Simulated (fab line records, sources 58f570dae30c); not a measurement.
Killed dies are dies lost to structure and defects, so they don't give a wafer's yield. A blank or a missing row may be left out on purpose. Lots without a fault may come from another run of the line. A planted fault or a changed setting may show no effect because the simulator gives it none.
fab line records | flow berkeley_cmos170
record lots=5 wafers=23
route steps=331 shown START@3 NWELL@15 PWELL@39 ACTIVE@68 PFIELD@86 SCREENOX@101 PLDD@146 NLDD@166 NSD@195
start_h: hours from the record's first day to the start of the lot's first wafer shown | wait_h: hours since the lot's step before | " the same as in the row above | L1.1+2: a row that stands for several wafers | - no value, or no start given | * or withheld: withheld | < > ~ a bound
route shown NAME@n: a module of which the file shows steps, and the number in the route of the first | usual: mean/standard deviation of fault-free wafers | same: alike in all rows | chamber/n: place in a boat | sites: the reading at each site | _std_site: their standard deviation | _edge_site: outer sites' mean less inner sites' | radius_mm: how far each site lies from the wafer's centre | mask NAME#n: copy n | behind: the tool/chamber that last shaped the wafer | hold: why the lot was held/for how many hours/how that ended | device: the transistor (n, p or np) that didn't switch | end of line: the same wafers' tests at the end of the route | a step without rows: its recipe alone | killed: dies lost to structure and defects at the first sort, not the wafer's yield | map: a wafer's dies, x killed, . not, _ none there
set.NAME: the setting as run; set.NAME@STEP: as run at that earlier step | model.NAME: the simulator's own value behind a step, which no gauge read
lots whose settings were changed on purpose; a table a step, a row a wafer
## steps
# step UCB170_START_OXIDATION_02
# recipe temp_c=950 ambient=O2 target_thk_a=200 ox_time_s=1800
# columns lot.wafer tool chamber start_h wait_h set.ox_time_s model.SiO2_of_START_OXIDATION_02.thk_nm
L074.1 - - - 4.0 1669 19.36
L074.3+5 " - " " 1669 19.56
L074.4 " - " " 1669 19.35
L074.6 " - " " 1669 19.3
L080.1 - - - 3.2 1665 18.68
L080.2 " - " " 1665 18.9
L080.3 " - " " 1665 19.05
L080.4 " - " " 1665 19.19
L080.5 " - " " 1665 18.79
L081.1 - - - 5.6 1721 18.81
L081.2 " - " " 1721 18.86
L081.4 " - " " 1721 18.94
L081.5 " - " " 1721 19.08
L081.6 " - " " 1721 18.72
L082.2 furnace-04 0 50.76 0.6 1800 20.45
L082.4 " 0 " " 1800 20.04
L082.6 " 0 " " 1800 20.33
L083.1 - - - 4.5 1903 21.6
L083.3 " - " " 1903 21.27
L083.4 " - " " 1903 21.73
L083.5 " - " " 1903 21.24
L083.6 " - " " 1903 21.71
# step UCB170_NWELL_OXIDATION_01
# recipe temp_c=1000 ambient=O2 target_thk_a=264 ox_time_s=1260
# columns lot.wafer tool chamber start_h wait_h set.ox_time_s model.SiO2_of_NWELL_OXIDATION_01.thk_nm
L074.1 - - - 4.8 1260 25.7
L074.3 " - " " 1260 26.12
L074.4 " - " " 1260 25.86
L074.5 " - " " 1260 25.74
L074.6 " - " " 1260 25.84
L080.1 - - - 0.2 1192 25.52
L080.2 " - " " 1192 25.79
L080.3 " - " " 1192 26.14
L080.4 " - " " 1192 25.55
L080.5 " - " " 1192 25.88
L081.1 - - - 5.1 1417 27.76
L081.2 " - " " 1417 27.59
L081.4 " - " " 1417 27.68
L081.5 " - " " 1417 27.62
L081.6 " - " " 1417 27.66
L082.2 furnace-02 0 64.47 5.3 1260 26.19
L082.4 " 0 " " 1260 26.07
L082.6 " 0 " " 1260 26.3
L083.1 - - - 4.2 1146 25.16
L083.3 " - " " 1146 25.25
L083.4 " - " " 1146 25.46
L083.5 " - " " 1146 25.37
L083.6 " - " " 1146 25.36
# step UCB170_NWELL_THK_MEAS_02
# recipe reads=SiO2_of_NWELL_OXIDATION_01
# usual NWELL_OXIDE_THK=26.5/0.53
# columns lot.wafer tool chamber start_h wait_h set.ox_time_s@NWELL_OXIDATION_01 NWELL_OXIDE_THK[nm]
L074.1 film_metro-03 - - - 1260 25.7
L074.3 " - " " 1260 26.1
L074.4 " - " " 1260 25.8
L074.5 " - " " 1260 25.7
L074.6 " - " " 1260 25.8
L080.1 film_metro-03 - - - 1192 25.5
L080.2 " - " " 1192 25.8
L080.3 " - " " 1192 26.1
L080.4 " - " " 1192 25.5
L080.5 " - " " 1192 25.8
L081.1 film_metro-03 - - - 1417 27.8
L081.2 " - " " 1417 27.6
L081.4 " - " " 1417 27.7
L081.5 " - " " 1417 27.6
L081.6 " - " " 1417 27.6
L082.2 film_metro-02 - 65.83 0.0 1260 26.2
L082.4 " - " " 1260 26.1
L082.6 " - " " 1260 26.3
L083.1 film_metro-04 - - - 1146 25.1
L083.3 " - " " 1146 25.2
L083.4 " - " " 1146 25.5
L083.5 " - " " 1146 25.3
L083.6 " - " " 1146 25.4
# step UCB170_NWELL_IMPLANT_14
# recipe species=P dose_cm2=1e+13 energy_kev=150 tilt_deg=7
# columns lot.wafer tool chamber start_h wait_h set.energy_kev model.implant.rp_nm model.implant.drp_nm
L074.1+3+4 implanter-01 0 36.99 0.1 145.9 186.2 61.39
L074.5+6 " 0 " " 150 191.7 62.72
L080.1+5 implanter-02 0 67.31 0.1 143.4 177.4 60.55
L080.2+3+4 " 0 " " 150 185.9 62.72
L082.2+4+6 implanter-04 0 73.58 0.1 150 192.2 62.72
L081.1+4 implanter-01 0 73.81 0.1 158.5 202.9 65.36
L081.2+5+6 " 0 " " 150 191.6 62.72
L083.1+6 implanter-02 0 84.90 0.1 150 189.5 62.72
L083.3+4+5 " 0 " " 156.6 198.2 64.78
# step UCB170_PWELL_CVD_05
# recipe material=Si3N4 target_thk_nm=220 temp_c=800 precursor=SiH2Cl2/NH3 time_s=3300 pressure_mtorr=200 sih2cl2_flow_sccm=25 nh3_flow_sccm=75
# columns lot.wafer tool chamber start_h wait_h set.pressure_mtorr model.Si3N4_of_PWELL_CVD_05.thk_nm
L074.1 - - - 0.1 217.7 226.3
L074.3 " - " " 217.7 226.1
L074.4 " - " " 217.7 225.6
L074.5 " - " " 217.7 228
L074.6 " - " " 217.7 224.1
L080.1 - - - 0.7 180.5 211.3
L080.2 " - " " 180.5 212.3
L080.3 " - " " 180.5 212.2
L080.4 " - " " 180.5 213.3
L080.5 " - " " 180.5 211.5
L081.1 - - - 0.0 200 219.6
L081.2 " - " " 200 220.2
L081.4 " - " " 200 220.7
L081.5 " - " " 200 219.2
L081.6 " - " " 200 220.8
L082.2 lpcvd-02 1 92.44 0.0 200 216.1
L082.4 " 1 " " 200 215.3
L082.6 " 1 " " 200 217.3
L083.1 - - - 0.0 200 217.4
L083.3 " - " " 200 216.6
L083.4 " - " " 200 218.1
L083.5 " - " " 200 218.3
L083.6 " - " " 200 219.4
# step UCB170_ACTIVE_COAT_08
# recipe resist=KrF spin_rpm=1500 resist_thk_nm=900
# columns lot.wafer tool chamber start_h wait_h set.spin_rpm model.KrF_of_ACTIVE_COAT_08.thk_nm
L074.1 litho_track-04 0 94.23 0.1 1500 899.9
L074.3 " 0 " " 1415 924.8
L074.4 " 0 " " 1500 901.8
L074.5 " 0 " " 1415 927.8
L074.6 " 0 " " 1500 900.9
L080.1+4 litho_track-02 0 137.34 0.1 1500 903.1
L080.2 " 0 " " 1500 905
L080.3 " 0 " " 1500 902.9
L080.5 " 0 " " 1500 903.5
L082.2 litho_track-04 0 137.37 0.1 1500 897.8
L082.4 " 0 " " 1500 895.9
L082.6 " 0 " " 1500 898.2
L081.1 litho_track-02 0 137.79 0.1 1500 899.1
L081.2 " 0 " " 1500 895.4
L081.4 " 0 " " 1598 867.4
L081.5 " 0 " " 1598 868.3
L081.6 " 0 " " 1598 871.1
L083.1 litho_track-02 0 147.54 0.1 1471 908.3
L083.3 " 0 " " 1500 899.9
L083.4 " 0 " " 1471 909.6
L083.5 " 0 " " 1500 898.5
L083.6 " 0 " " 1500 896.6
# step UCB170_PFIELD_IMPLANT_07
# recipe species=B dose_cm2=2e+13 energy_kev=80 tilt_deg=7
# columns lot.wafer tool chamber start_h wait_h set.dose_cm2
L074.1+5+6 implanter-04 0 96.67 0.0 1.872e+13
L074.3+4 " 0 " " 2e+13
L080.1+3+4 implanter-03 0 141.37 0.2 2e+13
L080.2+5 " 0 " " 1.962e+13
L082.2+4+6 implanter-04 0 141.84 0.0 2e+13
L081.1+4+6 implanter-03 0 142.09 0.0 2e+13
L081.2+5 " 0 " " 2.104e+13
L083.1+3 implanter-02 0 150.21 0.0 2e+13
L083.4+5+6 " 0 " " 2.099e+13
# step UCB170_PFIELD_STRIP_08
# recipe chemistry=O2 power_w=400 pressure_mtorr=3500 platen_temp_c=withheld o2_flow_sccm=400 overash_fraction=0.5
# step UCB170_PFIELD_TW_MEAS_09
# usual PFIELD_TW=597/5.2
# columns lot.wafer tool chamber start_h wait_h set.dose_cm2@PFIELD_IMPLANT_07 PFIELD_TW
L074.1 film_metro-03 - 96.92 0.1 1.872e+13 581
L074.3 " - " " 2e+13 592
L074.4 " - " " 2e+13 596
L074.5 " - " " 1.872e+13 581
L074.6 " - " " 1.872e+13 582
L080.1 film_metro-03 - 141.62 0.1 2e+13 597
L080.2 " - " " 1.962e+13 597
L080.3 " - " " 2e+13 595
L080.4 " - " " 2e+13 593
L080.5 " - " " 1.962e+13 591
L082.2 film_metro-02 - 142.08 0.1 2e+13 606
L082.4 " - " " 2e+13 604
L082.6 " - " " 2e+13 602
L081.1 film_metro-04 - 142.34 0.1 2e+13 599
L081.2 " - " " 2.104e+13 613
L081.4 " - " " 2e+13 600
L081.5 " - " " 2.104e+13 607
L081.6 " - " " 2e+13 598
L083.1 film_metro-03 - 150.46 0.1 2e+13 587
L083.3 " - " " 2e+13 592
L083.4 " - " " 2.099e+13 596
L083.5 " - " " 2.099e+13 596
L083.6 " - " " 2.099e+13 596
# step UCB170_SCREENOX_OXIDATION_01
# recipe temp_c=900 ambient=O2 target_thk_a=144 ox_time_s=2400
# columns lot.wafer tool chamber start_h wait_h set.ox_time_s model.SiO2_of_SCREENOX_OXIDATION_01.thk_nm
L074.1 - - - 8.0 2689 15.33
L074.3 " - " " 2689 15.41
L074.4 " - " " 2689 15.38
L074.5 " - " " 2689 15.69
L074.6 " - " " 2689 15.64
L080.1 - - - 1.4 2703 15.47
L080.2 " - " " 2703 15.55
L080.3 " - " " 2703 15.32
L080.4 " - " " 2703 15.38
L080.5 " - " " 2703 15.73
L081.1 - - - 1.4 2758 16.03
L081.2 " - " " 2758 15.94
L081.4 " - " " 2758 16.01
L081.5 " - " " 2758 16.13
L081.6 " - " " 2758 15.8
L082.2 furnace-04 0 168.06 1.1 2400 14.23
L082.4 " 0 " " 2400 14.28
L082.6 " 0 " " 2400 14.2
L083.1 - - - 4.0 2400 13.96
L083.3 " - " " 2400 14.02
L083.4 " - " " 2400 14.12
L083.5 " - " " 2400 14.11
L083.6 " - " " 2400 14.07
# step UCB170_SCREENOX_THK_MEAS_02
# recipe reads=SiO2_of_SCREENOX_OXIDATION_01
# usual SCREENOX_OXIDE_THK=14.32/0.22
# columns lot.wafer tool chamber start_h wait_h set.ox_time_s@SCREENOX_OXIDATION_01 SCREENOX_OXIDE_THK[nm]
L074.1 film_metro-04 - - - 2689 15.27
L074.3 " - " " 2689 15.39
L074.4 " - " " 2689 15.42
L074.5 " - " " 2689 15.74
L074.6 " - " " 2689 15.64
L080.1 film_metro-04 - - - 2703 15.41
L080.2 " - " " 2703 15.58
L080.3 " - " " 2703 15.25
L080.4 " - " " 2703 15.38
L080.5 " - " " 2703 15.70
L081.1 film_metro-01 - - - 2758 16.04
L081.2 " - " " 2758 15.93
L081.4 " - " " 2758 16.02
L081.5 " - " " 2758 16.16
L081.6 " - " " 2758 15.83
L082.2 film_metro-02 - 169.74 0.0 2400 14.29
L082.4 " - " " 2400 14.32
L082.6 " - " " 2400 14.25
L083.1 film_metro-01 - - - 2400 13.92
L083.3 " - " " 2400 14.04
L083.4 " - " " 2400 14.09
L083.5 " - " " 2400 14.09
L083.6 " - " " 2400 14.02
# step UCB170_PLDD_COAT_01
# recipe resist=KrF spin_rpm=1500 resist_thk_nm=900
# columns lot.wafer tool chamber start_h wait_h set.spin_rpm model.KrF_of_PLDD_COAT_01.thk_nm
L074.1 litho_track-03 0 163.19 0.1 1500 900.6
L074.3 " 0 " " 1441 918.6
L074.4 " 0 " " 1441 917.3
L074.5 " 0 " " 1500 898.9
L074.6 " 0 " " 1441 917.9
L082.2 litho_track-03 0 197.92 0.1 1500 899.1
L082.4 " 0 " " 1500 898.7
L082.6 " 0 " " 1500 898.2
L080.1 litho_track-04 0 198.29 0.1 1500 900.9
L080.2 " 0 " " 1500 897.1
L080.3 " 0 " " 1500 898.6
L080.4 " 0 " " 1500 896.4
L080.5 " 0 " " 1500 901.6
L081.1 litho_track-03 0 198.34 0.1 1601 869.1
L081.2 " 0 " " 1500 899.3
L081.4 " 0 " " 1601 868.4
L081.5 " 0 " " 1601 867.2
L081.6 " 0 " " 1500 897.2
L083.1 litho_track-03 0 202.25 0.1 1500 895.7
L083.3 " 0 " " 1500 898.3
L083.4 " 0 " " 1500 897.9
L083.5 " 0 " " 1547 883.5
L083.6 " 0 " " 1547 885.9
# step UCB170_PLDD_IMPLANT_09
# recipe species=BF2 dose_cm2=5e+13 energy_kev=10 tilt_deg=7 rotation_deg=180
# columns lot.wafer tool chamber start_h wait_h set.dose_cm2
L074.1+4 implanter-02 0 164.80 0.1 4.872e+13
L074.3+5+6 " 0 " " 5e+13
L082.2+4+6 implanter-01 0 199.20 0.1 5e+13
L080.1+2+3 implanter-02 0 199.67 0.1 5.138e+13
L080.4+5 " 0 " " 5e+13
L081.1+2+4+5+6 implanter-01 0 199.91 0.1 5e+13
L083.1+5+6 implanter-03 0 203.58 0.1 5e+13
L083.3+4 " 0 " " 5.211e+13
# step UCB170_PLDD_STRIP_10
# recipe chemistry=O2 power_w=400 pressure_mtorr=3500 platen_temp_c=withheld o2_flow_sccm=400 overash_fraction=0.5
# usual strip_time_to_endpoint_s=21.61/0.057
# columns lot.wafer tool chamber start_h wait_h set.spin_rpm@PLDD_COAT_01 strip_time_to_endpoint_s
L074.1 plasma_asher-04 1 164.95 0.1 1500 21.64
L074.3 " 0 " " 1441 22.06
L074.4 " 1 " " 1441 22.03
L074.5 " 1 " " 1500 21.61
L074.6 " 0 " " 1441 22.07
L082.2 plasma_asher-04 1 199.32 0.1 1500 21.59
L082.4 " 0 " " 1500 21.59
L082.6 " 0 " " 1500 21.58
L080.1 plasma_asher-01 0 199.82 0.1 1500 21.64
L080.2 " 1 " " 1500 21.55
L080.3 " 1 " " 1500 21.60
L080.4 " 0 " " 1500 21.53
L080.5 " 0 " " 1500 21.66
L081.1 plasma_asher-01 0 200.06 0.1 1601 20.89
L081.2 " 1 " " 1500 21.61
L081.4 " 1 " " 1601 20.86
L081.5 " 1 " " 1601 20.85
L081.6 " 0 " " 1500 21.56
L083.1 plasma_asher-04 1 203.73 0.1 1500 21.51
L083.3 " 0 " " 1500 21.58
L083.4 " 1 " " 1500 21.57
L083.5 " 0 " " 1547 21.23
L083.6 " 1 " " 1547 21.28
# step UCB170_NLDD_IMPLANT_08
# recipe species=As dose_cm2=5e+13 energy_kev=30 tilt_deg=7 rotation_deg=0
# columns lot.wafer tool chamber start_h wait_h set.dose_cm2
L074.1+3+4+5+6 implanter-03 0 167.02 0.0 5e+13
L082.2+4+6 implanter-03 0 201.12 0.0 5e+13
L080.1+5 implanter-04 0 201.73 0.0 5e+13
L080.2+3+4 " 0 " " 4.729e+13
L081.1+4 implanter-03 0 202.03 0.0 4.647e+13
L081.2+5+6 " 0 " " 5e+13
L083.1+4 implanter-04 0 206.48 0.0 5.343e+13
L083.3+5+6 " 0 " " 5e+13
# step UCB170_NSD_IMPLANT_08
# recipe species=P dose_cm2=3e+15 energy_kev=40 tilt_deg=7
# columns lot.wafer tool chamber start_h wait_h set.energy_kev model.implant.rp_nm model.implant.drp_nm
L074.1+3+4 implanter-02 0 175.22 0.0 39.32 47.92 20.85
L074.5+6 " 0 " " 40 48.74 21.16
L080.1+4 implanter-02 0 210.19 0.0 40.75 49.29 21.49
L080.2+3+5 " 0 " " 40 48.4 21.16
L082.2+4+6 implanter-04 0 210.49 0.0 40 46.74 21.16
L081.1+5+6 implanter-01 0 211.60 0.0 37.77 47.01 20.15
L081.2+4 " 0 " " 40 49.73 21.16
L083.1+3+5 implanter-02 0 215.50 0.0 38.47 47.46 20.47
L083.4+6 " 0 " " 40 49.31 21.16
# step UCB170_NSD_STRIP_09
# recipe chemistry=O2 power_w=400 pressure_mtorr=3500 platen_temp_c=withheld o2_flow_sccm=400 overash_fraction=0.5
# usual strip_time_to_endpoint_s=35.82/0.078
# columns lot.wafer tool chamber start_h wait_h set.energy_kev@NSD_IMPLANT_08 strip_time_to_endpoint_s
L074.1 plasma_asher-01 1 175.37 0.1 39.32 35.66
L074.3 " 1 " " 39.32 35.60
L074.4 " 0 " " 39.32 35.61
L074.5 " 1 " " 40 35.85
L074.6 " 0 " " 40 35.79
L080.1 plasma_asher-02 1 210.34 0.1 40.75 35.99
L080.2 " 0 " " 40 35.68
L080.3 " 0 " " 40 35.67
L080.4 " 1 " " 40.75 35.93
L080.5 " 0 " " 40 35.64
L082.2 plasma_asher-03 0 210.61 0.1 40 35.83
L082.4 " 0 " " 40 35.73
L082.6 " 1 " " 40 35.77
L081.1 plasma_asher-03 0 211.75 0.1 37.77 35.02
L081.2 " 1 " " 40 35.79
L081.4 " 1 " " 40 35.86
L081.5 " 0 " " 37.77 34.99
L081.6 " 1 " " 37.77 34.97
L083.1 plasma_asher-03 1 215.65 0.1 38.47 35.39
L083.3 " 0 " " 38.47 35.42
L083.4 " 1 " " 40 35.93
L083.5 " 1 " " 38.47 35.41
L083.6 " 0 " " 40 35.91
# step UCB170_NSD_TW_MEAS_10
# usual NSD_TW=4213/33
# columns lot.wafer tool chamber start_h wait_h set.energy_kev@NSD_IMPLANT_08 NSD_TW
L074.1 film_metro-04 - 175.47 0.1 39.32 4169
L074.3 " - " " 39.32 4183
L074.4 " - " " 39.32 4159
L074.5 " - " " 40 4179
L074.6 " - " " 40 4199
L080.1 film_metro-04 - 210.44 0.1 40.75 4215
L080.2 " - " " 40 4189
L080.3 " - " " 40 4192
L080.4 " - " " 40.75 4207
L080.5 " - " " 40 4174
L082.2 film_metro-01 - 210.72 0.1 40 4257
L082.4 " - " " 40 4234
L082.6 " - " " 40 4256
L081.1 film_metro-02 - 211.85 0.1 37.77 4161
L081.2 " - " " 40 4235
L081.4 " - " " 40 4222
L081.5 " - " " 37.77 4153
L081.6 " - " " 37.77 4176
L083.1 film_metro-04 - 215.75 0.1 38.47 4144
L083.3 " - " " 38.47 4146
L083.4 " - " " 40 4166
L083.5 " - " " 38.47 4138
L083.6 " - " " 40 4181
## key
split step=UCB170_START_OXIDATION_02 setting=ox_time_s stated=1800 by=lot
response step=UCB170_START_OXIDATION_02 reading=model.SiO2_of_START_OXIDATION_02.thk_nm change=+0.185 per=1% r=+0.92
split step=UCB170_NWELL_OXIDATION_01 setting=ox_time_s stated=1260 by=lot
response step=UCB170_NWELL_OXIDATION_01 reading=model.SiO2_of_NWELL_OXIDATION_01.thk_nm change=+0.107 per=1% r=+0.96
response step=UCB170_NWELL_THK_MEAS_02 reading=NWELL_OXIDE_THK change=+0.108 per=1% r=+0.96
split step=UCB170_NWELL_IMPLANT_14 setting=energy_kev stated=150 by=wafer
response step=UCB170_NWELL_IMPLANT_14 reading=model.implant.rp_nm change=+1.98 per=1% r=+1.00
response step=UCB170_NWELL_IMPLANT_14 reading=model.implant.drp_nm change=+0.475 per=1% r=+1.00
split step=UCB170_PWELL_CVD_05 setting=pressure_mtorr stated=200 by=lot
response step=UCB170_PWELL_CVD_05 reading=model.Si3N4_of_PWELL_CVD_05.thk_nm change=+0.744 per=1% r=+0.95
split step=UCB170_ACTIVE_COAT_08 setting=spin_rpm stated=1500 by=wafer
response step=UCB170_ACTIVE_COAT_08 reading=model.KrF_of_ACTIVE_COAT_08.thk_nm change=-4.46 per=1% r=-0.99
split step=UCB170_PFIELD_IMPLANT_07 setting=dose_cm2 stated=2e+13 by=wafer
response step=UCB170_PFIELD_TW_MEAS_09 reading=PFIELD_TW change=+1.8 per=1% r=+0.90
split step=UCB170_SCREENOX_OXIDATION_01 setting=ox_time_s stated=2400 by=lot
response step=UCB170_SCREENOX_OXIDATION_01 reading=model.SiO2_of_SCREENOX_OXIDATION_01.thk_nm change=+0.118 per=1% r=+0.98
response step=UCB170_SCREENOX_THK_MEAS_02 reading=SCREENOX_OXIDE_THK change=+0.117 per=1% r=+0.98
split step=UCB170_PLDD_COAT_01 setting=spin_rpm stated=1500 by=wafer
response step=UCB170_PLDD_COAT_01 reading=model.KrF_of_PLDD_COAT_01.thk_nm change=-4.44 per=1% r=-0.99
response step=UCB170_PLDD_STRIP_10 reading=strip_time_to_endpoint_s change=* per=1% r=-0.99
split step=UCB170_PLDD_IMPLANT_09 setting=dose_cm2 stated=5e+13 by=wafer
response none in this file
split step=UCB170_NLDD_IMPLANT_08 setting=dose_cm2 stated=5e+13 by=wafer
response none in this file
split step=UCB170_NSD_IMPLANT_08 setting=energy_kev stated=40 by=wafer
response step=UCB170_NSD_IMPLANT_08 reading=model.implant.rp_nm change=+0.485 per=1% r=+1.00
response step=UCB170_NSD_IMPLANT_08 reading=model.implant.drp_nm change=+0.181 per=1% r=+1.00
response step=UCB170_NSD_STRIP_09 reading=strip_time_to_endpoint_s change=* per=1% r=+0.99
response step=UCB170_NSD_TW_MEAS_10 reading=NSD_TW change=+10.8 per=1% r=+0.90
